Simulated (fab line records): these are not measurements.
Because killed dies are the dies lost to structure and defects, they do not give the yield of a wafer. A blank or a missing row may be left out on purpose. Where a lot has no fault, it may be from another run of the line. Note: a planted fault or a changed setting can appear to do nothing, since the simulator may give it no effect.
Code-filled problem report in 8D (eight disciplines) form || flow berkeley-cmos170 || the parts of the form that need people (team, actions taken, sign-off) are left out

1. WHAT IS WRONG
M1_AL_RS at UCB170_M1_RS_MEAS_01 reads a mean of 0.0548 ohm/sq on 2 wafers of 1 lot; wafers without a fault read 0.0473 ohm/sq with a standard deviation of 0.00056. Measured from the usual mean, that is +13 standard deviations.
The step: measures by four-point-probe.
The first sign was on wafer L136.3 at day 9 20:57, on film-metro-01. The record has a number at this step for 39 wafers belonging to 13 lots. By rule, "out" or "out of limits" means more than 4 standard deviations away from the usual mean. The rest of the wafers with a number are treated as sound.

2. WHAT IT IS, AND WHAT IT ISN'T
{"question": "which readings at this step", "is": "M1_AL_RS", "is not": "-"}
{"question": "which lots", "is": "L136", "is not": "L123, L124, L128, L129, L130, L131, L132, L133, L134, L137, L142, L146"}
{"question": "which wafers of those lots", "is": "L136.3, L136.5", "is not": "L136.4"}
{"question": "read on which gauges", "is": "film-metro-01", "is not": "film-metro-02, film-metro-03"}
{"question": "when", "is": "from day 9 20:57", "is not": "up to then (31 sound wafers); but 6 sound wafers of L142, L146 came after"}

3. THE SUSPECTS, EACH WITH WHAT RULES IT OUT
Counting: any tool at a process step up to the reading remains a suspect provided it ran every lot that is out. Sound lots after the first of them don't rule it out here, since some wafers of a struck lot are sound.
- the gauge at UCB170_M1_RS_MEAS_01 has been ruled out. All the wafers that are out were read on film-metro-01, but those of them that UCB170_M1_SPUTTER_00 has rows for are out there too, on other tools.
- plasma-asher-02 at UCB170_CONTACT_STRIP_19 (strips in O2): kept. L136, the lot that is out, went through it at day 9 20:28; up to then, the latest sound lot through it was L134 at day 9 04:26.
- pvd-sputter-03 at UCB170_M1_SPUTTER_00 (material Al, target thk 600 nm, time 82.13 s): kept. L136, the lot that is out, went through it at day 9 20:51; up to then, the latest sound lot through it was L137 at day 9 20:07. Its own cathode-dc-power-W readings are out on those wafers.
- Within plasma-asher-02 at UCB170_CONTACT_STRIP_19: the wafers that are out ran in chamber 0; their sound lot-mates ran in chamber 1.
After counting, plasma-asher-02 at UCB170_CONTACT_STRIP_19 and pvd-sputter-03 at UCB170_M1_SPUTTER_00 remain.

4. THE CAUSE (what the simulator had put in)
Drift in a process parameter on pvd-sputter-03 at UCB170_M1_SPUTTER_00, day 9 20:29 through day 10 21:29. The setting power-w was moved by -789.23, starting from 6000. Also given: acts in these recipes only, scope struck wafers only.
Counting leaves 2 suspects; this tool is one of them.

5. SEQUENCE OF EFFECTS, ordered by route
Each row: a reading whose mean over the struck wafers that have a number lies more than 3 standard deviations from the usual. Only readings whose record carries a usual standard deviation are examined. hours: median over the lots of the time between each lot's start at the first step of this table that gives one and its start at this step. sigmas: the change, counted in usual standard deviations.
{"hours": 0, "step": "UCB170_M1_SPUTTER_00", "reading": "cathode-dc-power-W", "usual": "6000.0 W", "on struck wafers": 5210.8, "change": -789.2, "sigmas": "-99 or more"}
{"hours": 0, "step": "UCB170_M1_RS_MEAS_01", "reading": "M1_AL_RS", "usual": "0.0473 ohm/sq", "on struck wafers": 0.0548, "change": "+0.0074", "sigmas": "+13"}
{"hours": 0, "step": "UCB170_M1_THK_MEAS_02", "reading": "M1_AL_THK", "usual": "624 nm", "on struck wafers": 542, "change": -82, "sigmas": -9.9}
{"hours": 2, "step": "UCB170_M1_METAL_ETCH_12", "reading": "oes-product-au", "usual": "0.859 a.u.", "on struck wafers": 0.804, "change": -0.055, "sigmas": -4.6}
The process steps in it:
- UCB170_M1_SPUTTER_00: material Al, target thk 600 nm, time 82.13 s.
- UCB170_M1_METAL_ETCH_12: etches Al in Cl2/BCl3, stops on PSG, target depth 780 nm, time 130 s.

6. WHAT WOULD HAVE CAUGHT IT SOONER
Counted from the fault's start at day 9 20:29, it took 0 hours until the first out-of-limits reading at a measuring or inspecting step in this record, taken at day 9 20:57.
Tool's own readings at UCB170_M1_SPUTTER_00, cathode-dc-power-W: out on all struck wafers the step has rows for; an alarm limit on them would have tripped on the first.
By day 9 20:57, every lot that is out (1) had started UCB170_M1_SPUTTER_00 on pvd-sputter-03. Had the tool been put on hold then, not one of them would have been saved.
